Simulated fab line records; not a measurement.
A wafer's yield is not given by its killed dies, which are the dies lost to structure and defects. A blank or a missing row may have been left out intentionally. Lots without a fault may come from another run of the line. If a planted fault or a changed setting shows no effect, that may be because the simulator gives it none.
fab line records | flow rit_cmos
record lots=5 | wafers=15 | last_day=7
route steps=202 shown NSD@139 PSD@142 M1@202
lots with no fault: from the same line, run without faults
start_h: hours from the record's opening day to when the first of the lot's shown wafers began | wait_h: how many hours have passed since the lot's step before this one | " unchanged from the row above | L1.1+2: a row that stands for several wafers | - no value present, or no start provided | * or withheld: withheld | < > ~ a bound
route shown NAME@n: names a module that has steps shown in the file, with the first one's number in the route | usual: mean/standard deviation of fault-free wafers | same: alike in all rows | chamber/n: place in a boat | sites: per-site readings | _std_site: the values' standard deviation | _edge_site: mean of outer sites minus mean of inner sites | radius_mm: how far each site lies from the wafer's centre | mask NAME#n: copy n | behind: the tool/chamber that last shaped the wafer | hold: cause of the lot's hold/its duration in hours/its outcome | device: whichever transistor did not switch (one of n, p or np) | end of line: at the end of the route, the tests of the same wafers | for a step that has no rows: nothing shown but its recipe | killed: count of dies lost to structure and defects at first sort (not the wafer's yield) | map: per-die view of a wafer (x killed, . not killed, _ where there is no die)
set.NAME: the setting as run; set.NAME@STEP: as run at that earlier step | model.NAME: the simulator's own value behind a step, which no gauge read
a table for each step, a row for each wafer; lots at some steps of the route
services: a tool's chamber out of use, with start hour (start_h, from the record's first day; less than 0 if before it), hours out, and reason
## steps
# step RIT_NSD_IMPLANT_08
# recipe species=P | energy_kev=25 | dose_cm2=1e+15 | tilt_deg=7
# step RIT_NSD_STRIP_09
# recipe chemistry=O2 | time_s=180 | resist=NOVOLAK | platen_temp_c=withheld | power_w=500 | pressure_mtorr=4000 | o2_flow_sccm=4000
# usual drypump_motor_current_A=5.39/0.21 | run_length_s=208.1/0.33
lot.wafer | tool            | chamber | start_h | wait_h | drypump_motor_current_A | rf_hours_counter_h | run_length_s
L442.2    | plasma_asher-01 | 0       | 60.21   | 0.1    | 5.53                    | 37                 | 208.3
L442.5    | "               | 0       | "       | "      | 5.52                    | -                  | 208.9
L442.6    | "               | 1       | "       | "      | 5.15                    | -                  | 208.0
L445.4    | plasma_asher-02 | 1       | 70.89   | 0.1    | 5.51                    | -                  | 207.7
L445.5    | "               | 0       | "       | "      | 5.54                    | -                  | 208.1
L445.6    | "               | 1       | "       | "      | 5.51                    | -                  | 207.8
L446.1    | plasma_asher-01 | 1       | 75.91   | 0.1    | 5.15                    | 39                 | 208.5
L446.4    | "               | 1       | "       | "      | 5.14                    | -                  | 208.0
L446.5    | "               | 1       | "       | "      | 5.11                    | -                  | 208.5
L461.2    | plasma_asher-01 | 1       | 147.78  | 0.1    | 5.13                    | 47                 | 207.9
L461.4    | "               | 1       | "       | "      | 5.14                    | -                  | 208.0
L461.5    | "               | 0       | "       | "      | 5.51                    | -                  | 208.2
L465.3    | plasma_asher-04 | 1       | 167.68  | 0.1    | 5.15                    | -                  | 207.9
L465.4    | "               | 0       | "       | "      | 5.65                    | -                  | 207.9
L465.5    | "               | 0       | "       | "      | 5.68                    | -                  | 207.8
# step RIT_NSD_TW_MEAS_10
# usual NSD_TW=3098/23
lot.wafer | tool          | chamber | start_h | wait_h | NSD_TW
L442.2    | film_metro-03 | -       | 60.40   | 0.1    | 3102
L442.5    | "             | -       | "       | "      | 3088
L442.6    | "             | -       | "       | "      | 3097
L445.4    | film_metro-04 | -       | 71.04   | 0.1    | 3064
L445.5    | "             | -       | "       | "      | 3090
L445.6    | "             | -       | "       | "      | 3076
L446.1    | film_metro-04 | -       | 76.09   | 0.1    | 3050
L446.4    | "             | -       | "       | "      | 3069
L446.5    | "             | -       | "       | "      | 3058
L461.2    | film_metro-03 | -       | 147.96  | 0.1    | 3111
L461.4    | "             | -       | "       | "      | 3121
L461.5    | "             | -       | "       | "      | 3111
L465.3    | film_metro-03 | -       | 167.82  | 0.1    | 3112
L465.4    | "             | -       | "       | "      | 3138
L465.5    | "             | -       | "       | "      | 3136
# step RIT_PSD_HMDS_00
# recipe prime_time_s=60 | prime_temp_c=140
# step RIT_PSD_COAT_01
# recipe resist=NOVOLAK | spin_rpm=3250 | resist_thk_nm=1000
# step RIT_PSD_SOFTBAKE_02
# recipe resist=NOVOLAK | temp_c=90 | time_s=60
# step RIT_PSD_EXPOSE_03
# recipe mask_id=M10 | na=0.57 | target_cd_nm=40900 | dose_mj=250
# step RIT_PSD_PEB_04
# recipe resist=NOVOLAK | temp_c=withheld | time_s=withheld
# step RIT_PSD_DEVELOP_05
# recipe resist=NOVOLAK | develop_time_s=50 | dev_temp_c=23
# step RIT_PSD_OVL_MEAS_06
# usual PSD_OVL=0.3/1.2
lot.wafer | tool       | chamber | start_h | wait_h | PSD_OVL[nm]
L442.2    | overlay-01 | -       | 61.43   | -      | 0.7
L442.5    | "          | -       | "       | "      | 1.3
L442.6    | "          | -       | "       | "      | 0.1
L445.4    | overlay-01 | -       | 72.28   | -      | 0.1
L445.5    | "          | -       | "       | "      | 0.7
L445.6    | "          | -       | "       | "      | 0.2
L446.1    | overlay-01 | -       | 77.00   | -      | 1.4
L446.4    | "          | -       | "       | "      | 0.5
L446.5    | "          | -       | "       | "      | 2.0
L461.2    | overlay-02 | -       | 148.87  | -      | 0.5
L461.4    | "          | -       | "       | "      | -0.3
L461.5    | "          | -       | "       | "      | 0.9
L465.3    | overlay-01 | -       | 168.93  | -      | 0.5
L465.4    | "          | -       | "       | "      | 1.3
L465.5    | "          | -       | "       | "      | 1.0
# step RIT_PSD_HARDBAKE_07
# recipe resist=NOVOLAK | temp_c=140 | time_s=60
# step RIT_PSD_IMPLANT_08
# recipe species=BF2 | energy_kev=27 | dose_cm2=5e+15 | tilt_deg=7
# step RIT_PSD_STRIP_09
# recipe chemistry=O2 | time_s=180 | resist=NOVOLAK | platen_temp_c=withheld | power_w=500 | pressure_mtorr=4000 | o2_flow_sccm=4000
# usual drypump_motor_current_A=5.8/0.52 | run_length_s=208.5/0.45
lot.wafer | tool            | chamber | start_h | wait_h | drypump_motor_current_A | rf_hours_counter_h | run_length_s | model.NOVOLAK_of_PSD_COAT_01.thk_nm
L442.2    | plasma_asher-01 | 1       | 61.76   | 0.1    | 5.1                     | 37                 | 208.1        | 0
L442.5    | "               | 1       | "       | "      | 5.2                     | -                  | 208.5        | 0
L442.6    | "               | 0       | "       | "      | 5.5                     | -                  | 208.5        | 0
L445.4    | plasma_asher-01 | 0       | 72.82   | 0.2    | 5.5                     | -                  | 208.8        | 0
L445.5    | "               | 1       | "       | "      | 5.1                     | -                  | 208.0        | 0
L445.6    | "               | 0       | "       | "      | 5.5                     | -                  | 208.8        | 0
L446.1    | plasma_asher-01 | 0       | 77.34   | 0.1    | 5.5                     | 39                 | 117.1        | 188.3
L446.4    | "               | 0       | "       | "      | 5.5                     | -                  | 117.3        | 189.1
L446.5    | "               | 1       | "       | "      | 5.2                     | -                  | 117.1        | 187.8
L461.2    | plasma_asher-02 | 1       | 149.20  | 0.1    | 5.5                     | 52                 | 207.8        | 0
L461.4    | "               | 1       | "       | "      | 5.5                     | -                  | 208.0        | 0
L461.5    | "               | 0       | "       | "      | 5.6                     | -                  | 208.5        | 0
L465.3    | plasma_asher-02 | 1       | 169.31  | 0.1    | 5.5                     | -                  | 208.0        | 0
L465.4    | "               | 0       | "       | "      | 5.6                     | -                  | 208.2        | 0
L465.5    | "               | 1       | "       | "      | 5.5                     | -                  | 207.6        | 0
# step RIT_PSD_TW_MEAS_10
# usual PSD_TW=3409/24
lot.wafer | tool          | chamber | start_h | wait_h | PSD_TW
L442.2    | film_metro-04 | -       | 61.95   | 0.1    | 3378
L442.5    | "             | -       | "       | "      | 3381
L442.6    | "             | -       | "       | "      | 3369
L445.4    | film_metro-03 | -       | 72.96   | 0.1    | 3381
L445.5    | "             | -       | "       | "      | 3359
L445.6    | "             | -       | "       | "      | 3368
L446.1    | film_metro-01 | -       | 77.51   | 0.1    | 3433
L446.4    | "             | -       | "       | "      | 3462
L446.5    | "             | -       | "       | "      | 3424
L461.2    | film_metro-04 | -       | 149.38  | 0.1    | 3396
L461.4    | "             | -       | "       | "      | 3402
L461.5    | "             | -       | "       | "      | 3394
L465.3    | film_metro-01 | -       | 169.45  | 0.1    | 3413
L465.4    | "             | -       | "       | "      | 3445
L465.5    | "             | -       | "       | "      | 3430
# step RIT_M1_PROBE_99
# usual killed_at_front_end=7/3 | killed_dies=7/3 | killed_on_rim=2/1.4 | killed_open=3.6/1.9 | killed_short=3.2/1.8
# same gross_dies=264 | killed_at_M0_to_M3=0 | killed_at_M4_up=0 | killed_at_back_side=0 | killed_at_contacts=0 | killed_at_other=0
lot.wafer | tool      | chamber | start_h | wait_h | killed_at_front_end | killed_dies | killed_on_rim | killed_open | killed_short
L442.2    | prober-02 | -       | 70.22   | 0.1    | 8                   | 8           | 1             | 5           | 3
L442.5    | prober-02 | -       | 70.37   | 0.2    | 8                   | 8           | 2             | 4           | 4
L442.6    | prober-02 | -       | 70.42   | 0.2    | 8                   | 8           | 3             | 4           | 4
L445.4    | prober-01 | -       | 81.00   | 0.2    | 8                   | 8           | 2             | 2           | 6
L445.5    | prober-01 | -       | 81.05   | 0.2    | 10                  | 10          | 3             | 5           | 5
L445.6    | prober-01 | -       | 81.10   | 0.2    | 9                   | 9           | 4             | 4           | 5
L446.1    | prober-02 | -       | 85.41   | 0.1    | 264                 | 264         | 70            | 2           | 2
L446.4    | prober-02 | -       | 85.56   | 0.2    | 264                 | 264         | 70            | 2           | 5
L446.5    | prober-02 | -       | 85.61   | 0.2    | 264                 | 264         | 70            | 2           | 2
L461.2    | prober-01 | -       | 157.60  | 0.1    | 9                   | 9           | 4             | 4           | 5
L461.4    | prober-01 | -       | 157.70  | 0.2    | 1                   | 1           | 1             | 1           | 0
L461.5    | prober-01 | -       | 157.75  | 0.2    | 5                   | 5           | 1             | 2           | 3
L465.3    | prober-01 | -       | 177.76  | 0.2    | 2                   | 2           | 1             | 1           | 1
L465.4    | prober-01 | -       | 177.81  | 0.2    | 8                   | 8           | 3             | 4           | 4
L465.5    | prober-01 | -       | 177.86  | 0.2    | 4                   | 4           | 0             | 2           | 2
# killed by level:class
L442.2 GATE:geometric_particle:open=3 SPACER:geometric_particle:short=2 FOX1:geometric_particle:open=1 FOX2:geometric_particle:open=1 FOX2:geometric_particle:short=1
L442.5 GATE:geometric_particle:short=4 SILICIDE:geometric_particle:open=2 GATE:geometric_particle:open=1 SPACER:geometric_particle:open=1
L442.6 GATE:geometric_particle:open=4 GATE:geometric_particle:short=2 SILICIDE:geometric_particle:short=2
L445.4 GATE:geometric_particle:short=5 FOX1:geometric_particle:short=1 FOX2:geometric_particle:open=1 GATE:geometric_particle:open=1
L445.5 SILICIDE:geometric_particle:short=3 FOX1:geometric_particle:open=2 REOX:geometric_particle:short=2 REOX:geometric_particle:open=2 GATE:geometric_particle:open=1
L445.6 FOX1:geometric_particle:open=2 REOX:geometric_particle:open=2 REOX:geometric_particle:short=2 FOX2:geometric_particle:short=1 GATE:geometric_particle:short=1 SPACER:geometric_particle:short=1
L446.1 SDANNEAL:area_rta=260 GATE:geometric_particle:short=1 FOX2:geometric_particle:open=1 GATE:geometric_particle:open=1 REOX:geometric_particle:short=1
L446.4 SDANNEAL:area_rta=257 GATE:geometric_particle:short=3 FOX1:geometric_particle:short=2 FOX1:geometric_particle:open=1 SPACER:geometric_particle:open=1
L446.5 SDANNEAL:area_rta=260 GATE:geometric_particle:open=1 REOX:geometric_particle:short=1 SPACER:geometric_particle:short=1 SILICIDE:geometric_particle:open=1
L461.2 GATE:geometric_particle:short=4 SPACER:geometric_particle:open=2 FOX1:geometric_particle:open=1 FOX2:geometric_particle:short=1 GATE:geometric_particle:open=1
L461.4 SPACER:geometric_particle:open=1
L461.5 FOX1:geometric_particle:short=1 REOX:geometric_particle:short=1 SPACER:geometric_particle:short=1 SPACER:geometric_particle:open=1 SILICIDE:geometric_particle:open=1
L465.3 FOX2:geometric_particle:open=1 GATE:geometric_particle:short=1
L465.4 GATE:geometric_particle:short=3 GATE:geometric_particle:open=2 FOX2:geometric_particle:open=1 REOX:geometric_particle:open=1 SILICIDE:geometric_particle:short=1
L465.5 GATE:geometric_particle:open=1 REOX:geometric_particle:short=1 REOX:geometric_particle:open=1 SPACER:geometric_particle:short=1
# map L446.1 (x killed, . not)
________xxxxxxx_______
_____xxxxxxxxxxxxx____
____xxxxxxxxxxxxxxx___
___xxxxxxxxxxxxxxxxx__
__xxxxxxxxxxxxxxxxxxx_
__xxxxxxxxxxxxxxxxxxx_
_xxxxxxxxxxxxxxxxxxxxx
_xxxxxxxxxxxxxxxxxxxxx
_xxxxxxxxxxxxxxxxxxxxx
_xxxxxxxxxxxxxxxxxxxxx
__xxxxxxxxxxxxxxxxxxx_
__xxxxxxxxxxxxxxxxxxx_
___xxxxxxxxxxxxxxxxx__
____xxxxxxxxxxxxxxx___
_____xxxxxxxxxxxxx____
________xxxxxxx_______
# map L445.5 (x killed, . not)
________x......_______
_____.............____
____...............___
___.................__
__............xx....._
__..................._
_.....................
_.............x.......
_..............x......
_.....................
__.....x............x_
__..................._
___..............x..__
____...............___
_____.....x...x...____
________......._______
## services
tool            | chamber | start_h | hours | kind
plasma_asher-04 | -       | 73.26   | 1.3   | repair
plasma_asher-04 | -       | 131.30  | 3.8   | repair
plasma_asher-02 | -       | 153.93  | 14.6  | pm
plasma_asher-04 | -       | 157.03  | 1.3   | repair
## key
first_sign step=RIT_PSD_STRIP_09 | reading=run_length_s | direction=down | sigmas=99+ | usual=* | struck=*
effect step=RIT_M1_PROBE_99 | reading=killed_at_front_end | direction=up | sigmas=85 | usual=7 | struck=264
model_effect step=RIT_PSD_STRIP_09 | value=NOVOLAK_of_PSD_COAT_01.thk_nm | without=0 | struck=188.4
more_kills_born_at RIT_SDANNEAL_RTA_03@rtp_anneal-01=777
met_at RIT_PSD_STRIP_09
struck_wafers L446.1,L446.4,L446.5
later_rows_left_out L446.1,L446.4,L446.5
tester_left_out L446
onset_between 72.82 77.34
fault kind=strip_aborted | tool=plasma_asher-01 | chamber=- | onset_h=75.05 | steps=RIT_PSD_STRIP_09 | offset=0.35 | end_h=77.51
# tester_left_out: of these lots the tester's yield and bins aren't shown, on N5 and GAA mostly nor the transistor test; their killed dies are dies lost to structure and defects alone, not to doping, threshold or leakage, so they don't give the yield
# later_rows_left_out: the simulator's readings of these wafers behind a module that went badly wrong aren't trusted and aren't shown, but for the sort
